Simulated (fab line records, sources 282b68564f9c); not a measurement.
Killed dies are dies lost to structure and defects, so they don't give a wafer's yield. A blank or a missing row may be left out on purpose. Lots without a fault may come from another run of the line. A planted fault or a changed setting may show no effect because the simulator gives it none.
Which tool did it? | flow rit_cmos | 14 lots, 42 wafers sampled, at 1 step of a route of 202

WHAT THE GAUGES READ, wafer by wafer
The record holds no reading of a measuring or inspecting step that can be judged against a usual standard deviation.

WHICH TOOL RAN EACH LOT (tool, then ch and the chambers of the sampled wafers, then the start)
lot  | RIT_NLDD_SOFTBAKE_02
L399 | litho_track-03 ch 0, day 2 18:55
L400 | litho_track-04 ch 0, day 3 01:34
L401 | litho_track-04 ch 0, day 3 04:23
L403 | litho_track-01 ch 0, day 3 17:44
L404 | litho_track-01 ch 0, day 3 23:02
L405 | litho_track-04 ch 0, day 4 04:22
L407 | litho_track-01 ch 0, day 4 17:13
L408 | litho_track-04 ch 0, day 4 23:12
L410 | litho_track-04 ch 0, day 5 06:20
L411 | litho_track-04 ch 0, day 5 19:41
L414 | litho_track-01 ch 0, day 6 07:13
L420 | litho_track-01 ch 0, day 7 03:59
L421 | litho_track-01 ch 0, day 7 11:37
L422 | litho_track-01 ch 0, day 7 14:17
- RIT_NLDD_SOFTBAKE_02: time 60 s.

WHAT THE TOOLS THEMSELVES READ (means of the sampled wafers that have a number; where no wafer has one, the mark that the record gives instead)
RIT_NLDD_SOFTBAKE_02.
lot  | tool           | heater_power_total_W (W) | plate_temp_C (C)
L399 | litho_track-03 | 34.55                    | 89.96
L400 | litho_track-04 | 34.56                    | 90.02
L401 | litho_track-04 | 34.57                    | 90.13
L403 | litho_track-01 | 34.57                    | 89.98
L404 | litho_track-01 | 34.61                    | 89.97
L405 | litho_track-04 | 34.55                    | 90.03
L407 | litho_track-01 | 34.61                    | 90.02
L408 | litho_track-04 | 34.52                    | 89.88
L410 | litho_track-04 | 35.23                    | 91.34
L411 | litho_track-04 | 35.29                    | 91.27
L414 | litho_track-01 | 34.53                    | 90.00
L420 | litho_track-01 | 34.55                    | 89.92
L421 | litho_track-01 | 34.58                    | 90.14
L422 | litho_track-01 | 34.52                    | 90.12

THE ANSWER, worked out from the rows above alone
Rule: what is usual is taken from the lots themselves. Put in order of their means at a reading, lots are off if they are a third of the lots or fewer, leave a main group of 4 or more, and stand apart from it by a gap of 3 or more times the standard deviation of the main group's means; of several such gaps the widest counts. A main group whose means are all the same, to the digits that the tables above print for the reading, isn't used. A lot without any number at a reading at which 4 lots or more have one is off too. The other lots that the step has rows for count as sound. The gauges are gone through in route order, then the tools' own readings, and for those a lot's mean is taken as printed above. The first step at which some lot is off is used, and at that step the reading that is off furthest; a lot without a number counts as furthest.
Off: L410, L411, at RIT_NLDD_SOFTBAKE_02 (heater_power_total_W). The main group: mean 34.56 W, standard deviation 0.029.
A tool fits if, at that step or a process step before it, it ran every lot that is off, and no sound lot after the first of them. One fits: litho_track-04 at RIT_NLDD_SOFTBAKE_02. Its last sound lot is L408 (day 4 23:12), its first lot that is off L410 (day 5 06:20): a fault that began between those two fits.
The tool's own readings at RIT_NLDD_SOFTBAKE_02 bear it out: on the lots that are off they differ by more than 5 times the standard deviation of the sound lots' means. heater_power_total_W reads 35.26 W there against 34.56 W on the sound lots; plate_temp_C reads 91.31 C there against 90.01 C on the sound lots.

WHAT THE SIMULATOR HAD PUT IN
Process parameter drift: litho_track-04, from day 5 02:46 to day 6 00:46, at RIT_NLDD_SOFTBAKE_02. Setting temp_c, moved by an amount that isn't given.
Lots struck among those shown: L410, L411. The rule above found the same.
